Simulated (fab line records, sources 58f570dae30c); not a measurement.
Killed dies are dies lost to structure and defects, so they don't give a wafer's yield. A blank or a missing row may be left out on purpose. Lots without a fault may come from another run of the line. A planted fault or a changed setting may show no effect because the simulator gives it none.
Split-lot experiment | flow berkeley_cmos170 | 5 lots, 23 wafers read, on a route of 331 steps

THE SPLIT
At UCB170_M1_METAL_ETCH_12 (etches Al in Cl2/BCl3, stops on PSG, target depth 780 nm, time 130 s), the setting time_s was moved away from the recipe's 130 s on 10 of the 23 wafers read, by -12.5% to +4.5%. The other wafers ran this setting at the recipe's value.

The reading is taken at the split's own step.

THE READING
oes_product_au, in a.u., at UCB170_M1_METAL_ETCH_12 (etches Al in Cl2/BCl3, stops on PSG, target depth 780 nm, time 130 s). Fault-free wafers of this fab line usually give 0.854 a.u., standard deviation 0.01 a.u..

wafer  | tool, chamber at the split | time_s as run, s | against the recipe | oes_product_au, a.u. | against lot-mates on the recipe
L074.1 | rie_metal-01, 0            | 130              | recipe             | 0.866                | -
L074.2 | rie_metal-01, 1            | 130              | recipe             | 0.871                | -
L074.3 | rie_metal-01, 1            | 130              | recipe             | 0.863                | -
L074.4 | rie_metal-01, 0            | 113.8            | -12.5%             | 0.924                | +0.057
L074.6 | rie_metal-01, 1            | 113.8            | -12.5%             | 0.935                | +0.068
L079.1 | rie_metal-03, 1            | 118.6            | -8.8%              | 0.896                | +0.043
L079.2 | rie_metal-03, 0            | 118.6            | -8.8%              | 0.902                | +0.049
L079.3 | rie_metal-03, 1            | 130              | recipe             | 0.846                | -
L079.4 | rie_metal-03, 0            | 118.6            | -8.8%              | 0.905                | +0.052
L079.5 | rie_metal-03, 0            | 130              | recipe             | 0.859                | -
L080.1 | rie_metal-04, 0            | 130              | recipe             | 0.838                | -
L080.2 | rie_metal-04, 1            | 130              | recipe             | 0.846                | -
L080.3 | rie_metal-04, 0            | 116.3            | -10.5%             | 0.892                | +0.049
L080.4 | rie_metal-04, 1            | 130              | recipe             | 0.844                | -
L080.6 | rie_metal-04, 0            | 116.3            | -10.5%             | 0.898                | +0.055
L083.3 | rie_metal-01, 1            | 130              | recipe             | 0.865                | -
L083.4 | rie_metal-01, 0            | 130              | recipe             | 0.858                | -
L083.5 | rie_metal-01, 1            | 130              | recipe             | 0.869                | -
L084.2 | rie_metal-03, 0            | 135.9            | +4.5%              | 0.854                | -0.012
L084.3 | rie_metal-03, 0            | 130              | recipe             | 0.870                | -
L084.4 | rie_metal-03, 1            | 135.9            | +4.5%              | 0.854                | -0.012
L084.5 | rie_metal-03, 0            | 135.9            | +4.5%              | 0.866                | +0.000
L084.6 | rie_metal-03, 1            | 130              | recipe             | 0.862                | -

THE FIT
A straight line over all 23 wafers: oes_product_au changes by -0.00415 a.u. for each +1% of time_s; r = -0.88; the points scatter about the line by 0.012 a.u..
The same after taking each lot's own level away (the mean of its wafers on the recipe; 23 wafers): -0.00467 a.u. for each +1%; r = -0.97; scatter 0.0067 a.u..
On that fit, the largest move of time_s shifts the reading by 0.058 a.u..
The lots' own levels span 0.8427 to 0.8667 a.u., that is 2.4 times the standard deviation above.
So the lot-to-lot level changes the slope: the two fits differ.
Check: with one of the wafers moved furthest among these (-12.5%) left out of the fit, the line predicts +0.0626 a.u. for it against its lot-mates. It came out at +0.0573 a.u. against them.
Tool readings at the split's step, against how far the setting was moved: oes_product_au r = -0.88.

OTHER SPLITS ON THESE WAFERS
These wafers also went through other splits before the reading. Each is held against what the fit with the lots' levels taken away leaves over:
other split on the same wafers   | wafers away from the commonest value | r with oes_product_au (lot level and that fit taken away)
UCB170_BACKSIDE_STRIP_03 power_w | 4                                    | -0.11
UCB170_CONTACT_COAT_04 spin_rpm  | 10                                   | +0.25

THE WHOLE CHAIN: every reading that the file lists as answering this split, in the file's order
step                    | what it does                                                         | reading                                                                   | change (the file's fit)                   | r (the file's)
UCB170_M1_METAL_ETCH_12 | etches Al in Cl2/BCl3, stops on PSG, target depth 780 nm, time 130 s | oes_product_au                                                            | -0.00491 a.u. for each +1% of the setting | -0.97
UCB170_M1_METAL_ETCH_12 | etches Al in Cl2/BCl3, stops on PSG, target depth 780 nm, time 130 s | KrF_of_M1_COAT_04.thk_nm (the simulator's own value, which no gauge read) | -4.71 nm for each +1% of the setting      | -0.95

THE FILE'S OWN FIT
oes_product_au changes by -0.00491 a.u. for each +1% of time_s, r = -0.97.
